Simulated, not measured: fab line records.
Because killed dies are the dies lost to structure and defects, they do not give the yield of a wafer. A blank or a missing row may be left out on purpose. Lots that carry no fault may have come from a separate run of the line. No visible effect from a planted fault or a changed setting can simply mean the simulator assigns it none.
fab line records -- flow rit-cmos -- part 2 of 2: steps 35 to 47 of 47
record: lots: 5, wafers: 15, last-day: 7
route steps=202 shown ACTIVE@5 FOX1@20 FOX2@23 NWELL@28 PWELL@39 WELLDRIVE@50
lots that met no fault: taken from a fault-free run of the same line
start-h: hours from the record's opening day to when the first of the lot's shown wafers began -- wait-h: how many hours have passed since the lot's step before this one -- " unchanged from the row above -- L1.1+2: several wafers, shown together as one row -- - either no value or no given start -- * or withheld: withheld -- < > ~ a bound
route shown NAME@n: names a module that has steps shown in the file, with the first one's number in the route -- usual: mean/standard deviation taken from wafers without a fault -- same: alike in all rows -- chamber/n: place in a boat -- sites: readings site by site -- _std_site: the standard deviation of these -- _edge_site: inner sites' mean taken away from outer sites' mean -- radius-mm: for every site, how far away it sits from the centre of the wafer -- mask NAME#n: copy n -- behind: tool/chamber where the wafer was last shaped -- hold: the reason the lot was held/the length of the hold in hours/how it ended -- device: transistor that didn't switch, given as n, p or np -- end of line: the same wafers' tests at the end of the route -- a step with no rows: only its recipe -- killed: dies lost to structure and defects at the first sort, not the wafer's yield -- map: a wafer's dies, marking killed ones x, the rest . and places with no die _
set.NAME: setting as actually run; set.NAME@STEP: the setting as run at that earlier step -- model.NAME: the simulator's own value behind a step, which no gauge read
lots at some steps of the route; a table a step, a row a wafer
services: from which hour (start-h, from the record's first day; less than 0 if before it) a tool's chamber was out of use, for how many hours, and why
== steps ==
step: RIT_PWELL_HMDS_00
recipe: prime-time-s: 60, prime-temp-c: 140
lot.wafer,tool,chamber,start-h,wait-h
L082.1+2+5,litho-track-01,0,62.99,0.1
L088.1+2+6,litho-track-04,0,91.06,0.1
L092.2+4+5,litho-track-01,0,110.88,0.1
L093.3+5+6,litho-track-01,0,116.28,0.1
L094.2+4+6,litho-track-01,0,121.88,0.1
step: RIT_PWELL_COAT_01
recipe: resist: NOVOLAK, spin-rpm: 2000, resist-thk-nm: 1300
usual: spin-speed-rpm: 2000.1/1.4
lot.wafer,tool,chamber,start-h,wait-h,spin-speed-rpm
L082.1,litho-track-01,0,63.14,0.1,1998.3
L082.2,litho-track-01,0,63.14,0.1,1999.4
L082.5,litho-track-01,0,63.14,0.1,1999.3
L088.1,litho-track-04,0,91.21,0.1,1999.0
L088.2,litho-track-04,0,91.21,0.1,1999.5
L088.6,litho-track-04,0,91.21,0.1,1998.2
L092.2,litho-track-01,0,111.03,0.1,1999.6
L092.4,litho-track-01,0,111.03,0.1,2001.2
L092.5,litho-track-01,0,111.03,0.1,2001.1
L093.3,litho-track-01,0,116.43,0.1,1999.8
L093.5,litho-track-01,0,116.43,0.1,1999.8
L093.6,litho-track-01,0,116.43,0.1,2000.0
L094.2,litho-track-01,0,122.03,0.1,2003.2
L094.4,litho-track-01,0,122.03,0.1,2000.3
L094.6,litho-track-01,0,122.03,0.1,1999.7
step: RIT_PWELL_SOFTBAKE_02
recipe: resist: NOVOLAK, temp-c: 90, time-s: 60
lot.wafer,tool,chamber,start-h,wait-h
L082.1+2+5,litho-track-01,0,63.29,0.1
L088.1+2+6,litho-track-04,0,91.36,0.1
L092.2+4+5,litho-track-01,0,111.18,0.1
L093.3+5+6,litho-track-01,0,116.58,0.1
L094.2+4+6,litho-track-01,0,122.18,0.1
step: RIT_PWELL_EXPOSE_03
recipe: mask-id: M3, na: 0.57, target-cd-nm: 43700, dose-mj: 250
lot.wafer,tool,chamber,start-h,wait-h,mask
L082.1+2+5,iline-stepper-01,0,63.57,0.2,M3#0
L088.1+2+6,iline-stepper-02,0,91.51,0.1,M3#0
L092.2+4+5,iline-stepper-01,0,111.32,0.1,M3#0
L093.3+5+6,iline-stepper-01,0,116.72,0.1,M3#0
L094.2+4+6,iline-stepper-01,0,122.33,0.1,M3#0
step: RIT_PWELL_PEB_04
recipe: resist: NOVOLAK, temp-c: withheld, time-s: withheld
lot.wafer,tool,chamber,start-h,wait-h
L082.1+2+5,litho-track-01,0,63.69,0.1
L088.1+2+6,litho-track-04,0,91.63,0.1
L092.2+4+5,litho-track-01,0,111.45,0.1
L093.3+5+6,litho-track-02,0,116.85,0.1
L094.2+4+6,litho-track-04,0,122.45,0.1
step: RIT_PWELL_DEVELOP_05
recipe: resist: NOVOLAK, develop-time-s: 68, dev-temp-c: 23
lot.wafer,tool,chamber,start-h,wait-h
L082.1+2+5,litho-track-01,0,-,-
L088.1+2+6,litho-track-04,0,-,-
L092.2+4+5,litho-track-01,0,-,-
L093.3+5+6,litho-track-02,0,-,-
L094.2+4+6,litho-track-04,0,-,-
step: RIT_PWELL_OVL_MEAS_06
usual: PWELL_OVL: -1.0/1.5
lot.wafer,tool,chamber,start-h,wait-h,PWELL_OVL[nm]
L082.1,overlay-02,-,64.00,-,1.0
L082.2,overlay-02,-,64.00,-,0.9
L082.5,overlay-02,-,64.00,-,0.1
L088.1,overlay-02,-,91.94,-,-2.1
L088.2,overlay-02,-,91.94,-,-1.3
L088.6,overlay-02,-,91.94,-,-1.0
L092.2,overlay-01,-,111.74,-,-5.1
L092.4,overlay-01,-,111.74,-,-2.2
L092.5,overlay-01,-,111.74,-,-3.3
L093.3,overlay-02,-,117.12,-,0.1
L093.5,overlay-02,-,117.12,-,-0.2
L093.6,overlay-02,-,117.12,-,-0.2
L094.2,overlay-01,-,122.74,-,-0.6
L094.4,overlay-01,-,122.74,-,0.0
L094.6,overlay-01,-,122.74,-,1.6
step: RIT_PWELL_HARDBAKE_07
recipe: resist: NOVOLAK, temp-c: 140, time-s: 120
lot.wafer,tool,chamber,start-h,wait-h
L082.1+2+5,litho-track-02,0,64.03,0.0
L088.1+2+6,litho-track-02,0,91.98,0.0
L092.2+4+5,litho-track-04,0,111.86,0.1
L093.3+5+6,litho-track-02,0,117.23,0.1
L094.2+4+6,litho-track-01,0,122.81,0.1
step: RIT_PWELL_IMPLANT_08
recipe: species: B, energy-kev: 170, dose-cm2: 7e+13, tilt-deg: 7
usual: faraday-current-uA: 222/4.3
lot.wafer,tool,chamber,start-h,wait-h,faraday-current-uA
L082.1,implanter-04,0,64.28,0.2,224
L082.2,implanter-04,0,64.28,0.2,224
L082.5,implanter-04,0,64.28,0.2,218
L088.1,implanter-03,0,92.23,0.2,219
L088.2,implanter-03,0,92.23,0.2,222
L088.6,implanter-03,0,92.23,0.2,224
L092.2,implanter-01,0,112.09,0.2,229
L092.4,implanter-01,0,112.09,0.2,218
L092.5,implanter-01,0,112.09,0.2,224
L093.3,implanter-04,0,117.45,0.2,220
L093.5,implanter-04,0,117.45,0.2,217
L093.6,implanter-04,0,117.45,0.2,220
L094.2,implanter-04,0,123.05,0.2,216
L094.4,implanter-04,0,123.05,0.2,230
L094.6,implanter-04,0,123.05,0.2,229
step: RIT_PWELL_STRIP_09
recipe: chemistry: O2, time-s: 180, resist: NOVOLAK, platen-temp-c: withheld, power-w: 500, pressure-mtorr: 4000, o2-flow-sccm: 4000
usual: drypump-motor-current-A: 6.11/0.27
lot.wafer,tool,chamber,start-h,wait-h,drypump-motor-current-A,rf-hours-counter-h
L082.1,plasma-asher-01,1,64.43,0.1,6.03,40
L082.2,plasma-asher-01,0,64.43,0.1,6.09,40
L082.5,plasma-asher-01,1,64.43,0.1,6.02,-
L088.1,plasma-asher-01,1,92.38,0.1,6.00,43
L088.2,plasma-asher-01,0,92.38,0.1,6.10,43
L088.6,plasma-asher-01,0,92.38,0.1,6.10,-
L092.2,plasma-asher-04,0,112.22,0.1,5.91,31
L092.4,plasma-asher-04,0,112.22,0.1,5.90,-
L092.5,plasma-asher-04,1,112.22,0.1,6.58,-
L093.3,plasma-asher-01,0,117.61,0.1,6.11,-
L093.5,plasma-asher-01,0,117.61,0.1,6.10,-
L093.6,plasma-asher-01,1,117.61,0.1,6.00,-
L094.2,plasma-asher-03,1,123.17,0.1,5.80,1
L094.4,plasma-asher-03,0,123.17,0.1,6.34,-
L094.6,plasma-asher-03,1,123.17,0.1,5.77,-
step: RIT_PWELL_TW_MEAS_10
usual: PWELL_TW: 957/8.5
lot.wafer,tool,chamber,start-h,wait-h,PWELL_TW
L082.1,film-metro-02,-,64.61,0.1,939
L082.2,film-metro-02,-,64.61,0.1,938
L082.5,film-metro-02,-,64.61,0.1,942
L088.1,film-metro-04,-,92.55,0.1,972
L088.2,film-metro-04,-,92.55,0.1,968
L088.6,film-metro-04,-,92.55,0.1,967
L092.2,film-metro-01,-,112.40,0.1,961
L092.4,film-metro-01,-,112.40,0.1,954
L092.5,film-metro-01,-,112.40,0.1,961
L093.3,film-metro-04,-,117.74,0.1,948
L093.5,film-metro-04,-,117.74,0.1,953
L093.6,film-metro-04,-,117.74,0.1,950
L094.2,film-metro-01,-,123.36,0.1,963
L094.4,film-metro-01,-,123.36,0.1,961
L094.6,film-metro-01,-,123.36,0.1,959
step: RIT_WELLDRIVE_ANNEAL_00
recipe: temp-c: 1100, time-s: 14700, ambient: N2
usual: zone-power-load-pct: 43/3.5
lot.wafer,tool,chamber,start-h,wait-h,zone-power-load-pct
L082.1,furnace-03,0,64.67,0.1,47
L082.2,furnace-03,0,64.67,0.1,46
L082.5,furnace-03,0,64.67,0.1,47
L088.1,furnace-03,0,93.07,0.5,48
L088.2,furnace-03,0,93.07,0.5,47
L088.6,furnace-03,0,93.07,0.5,48
L092.2,furnace-01,0,112.45,0.0,38
L092.4,furnace-01,0,112.45,0.0,38
L092.5,furnace-01,0,112.45,0.0,37
L093.3,furnace-04,0,117.78,0.0,42
L093.5,furnace-04,0,117.78,0.0,41
L093.6,furnace-04,0,117.78,0.0,41
L094.2,furnace-01,0,123.41,0.0,37
L094.4,furnace-01,0,123.41,0.0,38
L094.6,furnace-01,0,123.41,0.0,38
step: RIT_WELLDRIVE_RS_MEAS_01
recipe: thk-meas-gauge: four-point-probe
usual: NWELL_RS: 275.5/0.82
lot.wafer,tool,chamber,start-h,wait-h,NWELL_RS[ohm/sq]
L082.1,film-metro-04,-,69.75,0.0,275.4
L082.2,film-metro-04,-,69.75,0.0,275.7
L082.5,film-metro-04,-,69.75,0.0,275.0
L088.1,film-metro-02,-,98.15,0.0,276.5
L088.2,film-metro-02,-,98.15,0.0,275.2
L088.6,film-metro-02,-,98.15,0.0,275.4
L092.2,film-metro-02,-,117.55,0.0,275.0
L092.4,film-metro-02,-,117.55,0.0,274.4
L092.5,film-metro-02,-,117.55,0.0,274.5
L093.3,film-metro-02,-,122.91,0.0,276.4
L093.5,film-metro-02,-,122.91,0.0,276.2
L093.6,film-metro-02,-,122.91,0.0,275.5
L094.2,film-metro-01,-,128.51,0.0,274.5
L094.4,film-metro-01,-,128.51,0.0,274.0
L094.6,film-metro-01,-,128.51,0.0,273.6
== services ==
tool,chamber,start-h,hours,kind
iline-stepper-01,0,31.69,-,calibration
rie-diel-02,0,35.11,6.2,repair
furnace-01,-,35.48,20.7,pm
implanter-04,-,37.16,0.6,repair
implanter-02,-,41.72,3.7,repair
implanter-03,-,41.97,2.5,repair
implanter-04,-,47.88,2.1,pm
plasma-asher-02,-,50.39,3.1,repair
rie-diel-01,2,63.80,7.4,repair
wet-bench-02,-,64.77,3.3,repair
plasma-asher-04,-,78.37,17.6,repair
rie-diel-02,3,83.26,-,clean
rie-diel-02,3,83.26,29.2,scheduled-down
rie-diel-02,3,83.26,29.2,vent-cycle
furnace-01,-,86.96,3.6,pm
furnace-01,-,90.60,2.5,pm
iline-stepper-01,-,96.65,3.8,repair
implanter-01,-,104.28,4.5,repair
implanter-04,-,106.25,1.9,repair
plasma-asher-03,-,108.75,9.0,pm
plasma-asher-02,-,111.69,0.8,repair
implanter-03,-,113.44,3.2,repair
implanter-01,-,115.99,44.0,pm
plasma-asher-01,-,122.12,4.2,pm
